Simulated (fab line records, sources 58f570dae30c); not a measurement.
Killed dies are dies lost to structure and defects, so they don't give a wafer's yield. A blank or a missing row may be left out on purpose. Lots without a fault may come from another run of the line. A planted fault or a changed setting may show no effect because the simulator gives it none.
One fault seen from 2 desks | flow berkeley_cmos170 | each desk has only its own numbers; what lay behind them comes last

THE METROLOGY DESK
What the gauges read, lot by lot, whatever tool the lot ran on: means of the sampled wafers that have a number. A lot is out of limits, marked OUT, if its mean lies more than 4 standard deviations from the usual mean; the brackets give that distance.
Columns: A = PSD_RS at UCB170_SDANNEAL_RS_MEAS_02, usual 75.6 ohm/sq; B = NSD_RS at UCB170_SDANNEAL_RS_MEAS_03, usual 37.29 ohm/sq; C = PLDD_RS at UCB170_SDANNEAL_RS_MEAS_04, usual 1032.5 ohm/sq; D = M3_OVL at UCB170_M3_OVL_MEAS_16, usual -1 nm; E = M3_BOW at UCB170_M3_BOW_MEAS_20, usual 35 um
lot  | first seen here | A              | B               | C                 | D   | E
L336 | day 6 17:04     | 75.7           | 37.37           | 1031.4            | -1  | 37
L337 | day 6 17:34     | 75.4           | 37.40           | 1030.6            | 2   | 35
L338 | day 6 21:17     | 75.4           | 37.24           | 1029.4            | -3  | 35
L339 | day 7 05:13     | 76.1           | 37.20           | 1033.7            | 0   | 35
L340 | day 7 16:51     | 75.5           | 37.36           | 1035.4            | 2   | 37
L342 | day 8 00:15     | 74.9           | 37.18           | 1031.6            | -0  | 37
L344 | day 8 15:01     | 75.4           | 37.25           | 1036.3            | -1  | 38
L345 | day 9 05:39     | 75.8           | 37.39           | 1033.3            | 7   | 26
L349 | day 9 13:27     | 75.2           | 37.28           | 1032.5            | 1   | 39
L350 | day 9 16:37     | 75.1           | 37.39           | 1031.8            | -10 | 33
L352 | day 9 17:08     | 65.5 (-31) OUT | 35.52 (-18) OUT | 1011.6 (-8.7) OUT | -4  | 25
L353 | day 10 03:32    | 65.9 (-29) OUT | 35.61 (-17) OUT | 1015.0 (-7.3) OUT | 4   | 36
L356 | day 11 02:28    | 75.3           | 37.24           | 1031.6            | 1   | 34
L358 | day 11 12:09    | 75.7           | 37.24           | 1029.9            | -4  | 42
This desk's finding: out of limits on L352, L353; first on L352, day 9 17:08 (PSD_RS at UCB170_SDANNEAL_RS_MEAS_02). In limits: L336, L337, L338, L339, L340, L342, L344, L345, L349, L350, L356, L358.

THE TOOL OWNER'S DESK: rtp_anneal-02
The tool's own readings at UCB170_SDANNEAL_RTA_01 (time 5 s): means of the sampled wafers that have a number, for each lot that ran on this tool. A lot is out of limits, marked OUT, if its mean lies more than 4 standard deviations from the usual mean; the brackets give that distance.
Columns: A = lamp_power_pct at UCB170_SDANNEAL_RTA_01, usual 32.6 %; B = wafer_temp_C_max at UCB170_SDANNEAL_RTA_01, usual 1055.8
lot  | first seen here | A    | B
L336 | day 6 17:00     | 30.0 | 1055.3
L340 | day 7 16:47     | 30.0 | 1055.4
L342 | day 8 00:11     | 30.1 | 1055.1
L345 | day 9 05:35     | 30.0 | 1056.0
L349 | day 9 13:23     | 30.0 | 1054.5
L350 | day 9 16:34     | 30.0 | 1055.3
L352 | day 9 17:04     | 32.0 | 1080.3 (+20) OUT
L353 | day 10 03:29    | 32.0 | 1080.0 (+20) OUT
This desk's finding: out of limits on L352, L353; first on L352, day 9 17:04 (wafer_temp_C_max at UCB170_SDANNEAL_RTA_01). In limits: L336, L340, L342, L345, L349, L350.

PUT TOGETHER
The tool owner's desk could have raised an alarm at day 9 17:04, on L352, L353.
The metrology desk could have raised an alarm at day 9 17:08, on L352, L353.
Of the lots named, all ran UCB170_SDANNEAL_RTA_01 on rtp_anneal-02.

WHAT THE SIMULATOR HAD PUT IN
Process parameter drift: rtp_anneal-02, from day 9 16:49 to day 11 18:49, at UCB170_SDANNEAL_RTA_01. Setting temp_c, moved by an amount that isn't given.
Lots struck among those shown: L352, L353.
Hours from the fault's start to each desk's first reading out of limits: the tool owner's desk, 0; the metrology desk, 0.
